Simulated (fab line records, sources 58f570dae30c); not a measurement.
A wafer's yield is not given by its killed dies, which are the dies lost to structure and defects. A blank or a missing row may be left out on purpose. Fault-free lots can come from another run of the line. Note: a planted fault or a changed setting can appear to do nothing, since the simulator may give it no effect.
The same fault as seen by 2 desks	flow berkeley_cmos170	only its own numbers are on each desk; what lay behind them is given at the end

## FOR THE TOOL OWNER'S DESK: lpcvd-02
The tool's own readings at UCB170_CONTACT_CVD_01 (deposits PSG from SiH4/O2/PH3, target thk 700 nm, time 2820 s): means of the sampled wafers that have a number, for each lot that ran on this tool. Any lot whose mean is over 4 standard deviations away from the usual mean is out of limits and marked OUT; that distance is given in the brackets.
Columns: A = sih4_flow_sccm at UCB170_CONTACT_CVD_01, usual 59.96 sccm
lot	first seen here	A
L706	day 8 09:28	59.92
L711	day 9 21:08	59.98
L712	day 10 14:20	59.90
L718	day 12 09:04	59.97
L721	day 12 14:43	60.13
L722	day 12 16:30	59.97
This desk's verdict: no lot among the 6 shows anything out of limits.

## METROLOGY DESK
Lot by lot, what the gauges showed, no matter which tool ran the lot: averages of those sampled wafers that carry a number. Any lot whose mean is over 4 standard deviations away from the usual mean is out of limits and marked OUT; that distance is given in the brackets.
Columns: A = cd_nm at UCB170_GATE_CD_MEAS_90, usual 350.3 nm; B = cd_nm at UCB170_NLDD_CD_MEAS_06, usual 1200.0 nm; C = CONTACT_PSG_THK at UCB170_CONTACT_THK_MEAS_02, usual 700 nm
lot	first seen here	A	B	C
L706	day 7 11:37	351.6	1199.2	703
L707	day 7 23:56	348.4	1200.5	701
L710	day 8 22:04	350.6	1198.1	697
L711	day 8 22:17	351.4	1199.5	694
L708	day 8 22:19	349.2	1198.2	693
L709	day 8 22:33	348.7	1200.4	691
L712	day 9 16:58	347.6	1200.5	689
L714	day 10 11:35	352.3	1198.2	711
L719	day 11 06:52	350.8	1197.5	698
L718	day 11 07:22	350.5	1197.8	618 (-10) OUT
L721	day 11 20:31	350.7	1200.9	608 (-11) OUT
L722	day 11 20:38	350.5	1202.0	603 (-12) OUT
L720	day 11 20:53	350.0	1201.0	702
L727	day 13 10:49	348.2	1202.1	698
L729	day 13 16:23	351.1	1201.7	708
Finding of this desk: L718, L721, L722 out of limits, first seen on L718 at day 12 10:51 (CONTACT_PSG_THK at UCB170_CONTACT_THK_MEAS_02). L706, L707, L710, L711, L708, L709, L712, L714, L719, L720, L727, L729 stayed within limits.

## PUT TOGETHER
Metrology desk: alarm possible at day 12 10:51 on L718, L721, L722.
The desk of the tool owner found nothing out of limits.
Tool owner's desk: L718, L721, L722 on record, inside its limits.
All the named lots went through UCB170_CONTACT_CVD_01 on lpcvd-02.

## WHAT HAD BEEN PUT IN BY THE SIMULATOR
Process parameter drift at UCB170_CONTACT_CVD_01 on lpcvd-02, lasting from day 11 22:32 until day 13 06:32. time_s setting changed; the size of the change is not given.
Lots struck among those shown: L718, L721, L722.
Hours from the fault's start to each desk's first reading out of limits: the metrology desk, 12.
